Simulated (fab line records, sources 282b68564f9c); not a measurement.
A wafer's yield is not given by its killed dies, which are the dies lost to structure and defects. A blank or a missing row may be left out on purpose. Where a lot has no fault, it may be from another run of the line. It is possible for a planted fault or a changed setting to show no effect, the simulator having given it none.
A struck lot beside a sound one || flow rit-cmos || 15 out of 202 route steps
Sound: the wafers L204.3, L204.4, L204.5. Struck: wafer L222.1 (left out: L222.3, L222.6 of the same lot, which were not struck); the cause appears at the end.
Order at every step that has rows: each side's tool, ch and its chambers, its first start. Under that, the readings that differ: sound wafers || struck wafers || difference of the means || sigmas: that difference in standard deviations of wafers without a fault.
alike: a reading whose means differ by less than 2 such deviations, as well as words and numbers matching on both sides. not compared: withheld readings; readings where some wafer has no value; bounds like >300 that might hide an equal value; numbers whose values overlap and for which the record gives no deviation.
Wherever a step has rows on one side only, a row that says differs or no value, or a row with sigmas, the two part there. When numbers do not overlap yet have no deviation, they are printed without sigmas and do not part them. A reading missing from all wafers of one side parts the sides only when that side holds two or more wafers.

first, 1 step without rows for these wafers: RIT_ACTIVE_OXIDATION_01 (target thk 46.8 nm, ox time 3290 s).
RIT_ACTIVE_THK_MEAS_02:
  sound on film-metro-02, day 1 22:08; struck on film-metro-02, day 5 16:16
  alike: ACTIVE_OXIDE_THK
then, 1 step without rows for these wafers: RIT_ACTIVE_CVD_03 (deposits Si3N4 from SiH2Cl2/NH3, target thk 150 nm, time 1500 s).
RIT_ACTIVE_THK_MEAS_04:
  sound on film-metro-02, day 2 00:19; struck on film-metro-03, day 5 17:44
  alike: ACTIVE_NITRIDE_THK
then, 6 steps without rows for these wafers: RIT_ACTIVE_HMDS_05 (prime time 60 s); RIT_ACTIVE_COAT_06 (resist thk 1000 nm); RIT_ACTIVE_SOFTBAKE_07 (time 60 s); RIT_ACTIVE_EXPOSE_08 (exposes mask M1, target cd 1400 nm); RIT_ACTIVE_PEB_09; RIT_ACTIVE_DEVELOP_10 (develop time 50 s).
RIT_ACTIVE_CD_MEAS_11: target cd 1400 nm.
  sound on cd-sem-01, day 2 01:15; struck on cd-sem-01, day 5 18:47
{"reading": "cd-nm (nm)", "sound": "1404.0 1404.6 1404.9", "struck": 1395.2, "difference": -9.3, "sigmas": -4}
then, 1 step without rows for these wafers: RIT_ACTIVE_HARDBAKE_12 (time 60 s).
RIT_ACTIVE_ETCH_13: etches Si3N4 in SF6, stops on SiO2, time 210 s, target depth 210 nm.
  sound on rie-diel-01 ch 0,1,3, day 2 01:29; struck on rie-diel-01 ch 2, day 5 19:07
{"reading": "oes-product-au (a.u.)", "sound": "0.819 0.825 0.813", "struck": 0.711, "difference": -0.108, "sigmas": -14}
{"reading": "model.NOVOLAK_of_ACTIVE_COAT_06.thk-nm (nm)", "sound": "656.8 643.2 652.6", "struck": 766.8, "difference": "+115.9", "sigmas": ""}
{"reading": "model.ACTIVE.feature-depth-nm (nm)", "sound": "152.4 152 152.4", "struck": 108.2, "difference": -44.1, "sigmas": ""}
{"reading": "model.etch.depth-nm (nm)", "sound": "151.6 150.2 151.1", "struck": 108.2, "difference": -42.8, "sigmas": ""}
  alike: drypump-motor-current-A, throttle-valve-pct
  not compared: rf-hours-counter-h
RIT_ACTIVE_STRIP_14: strips in O2, time 180 s.
  sound on plasma-asher-01 ch 0,1, day 2 01:40; struck on plasma-asher-03 ch 1, day 5 19:15
{"reading": "rf-hours-counter-h (h)", "sound": "- - -", "struck": 46, "difference": "no value on the sound wafers", "sigmas": ""}
  alike: drypump-motor-current-A
RIT_M1_PROBE_99:
  sound on prober-02, day 3 21:16; struck on prober-01, day 7 18:10
{"reading": "hold", "sound": "- - -", "struck": "await-dispo/4.0h/release", "difference": "no value on the sound wafers", "sigmas": ""}
{"reading": "killed-at-front-end", "sound": "3 5 9", "struck": 264, "difference": "+258", "sigmas": "+89"}
{"reading": "killed-dies", "sound": "3 5 9", "struck": 264, "difference": "+258", "sigmas": "+89"}
{"reading": "killed-on-rim", "sound": "2 0 3", "struck": 70, "difference": "+68", "sigmas": "+49"}
  alike: killed-at-contacts, killed-open, killed-short

WHERE THEY PART
Last at RIT_M1_PROBE_99 as far as this record goes, first at RIT_ACTIVE_CD_MEAS_11.

WHY: the cause the simulator had injected
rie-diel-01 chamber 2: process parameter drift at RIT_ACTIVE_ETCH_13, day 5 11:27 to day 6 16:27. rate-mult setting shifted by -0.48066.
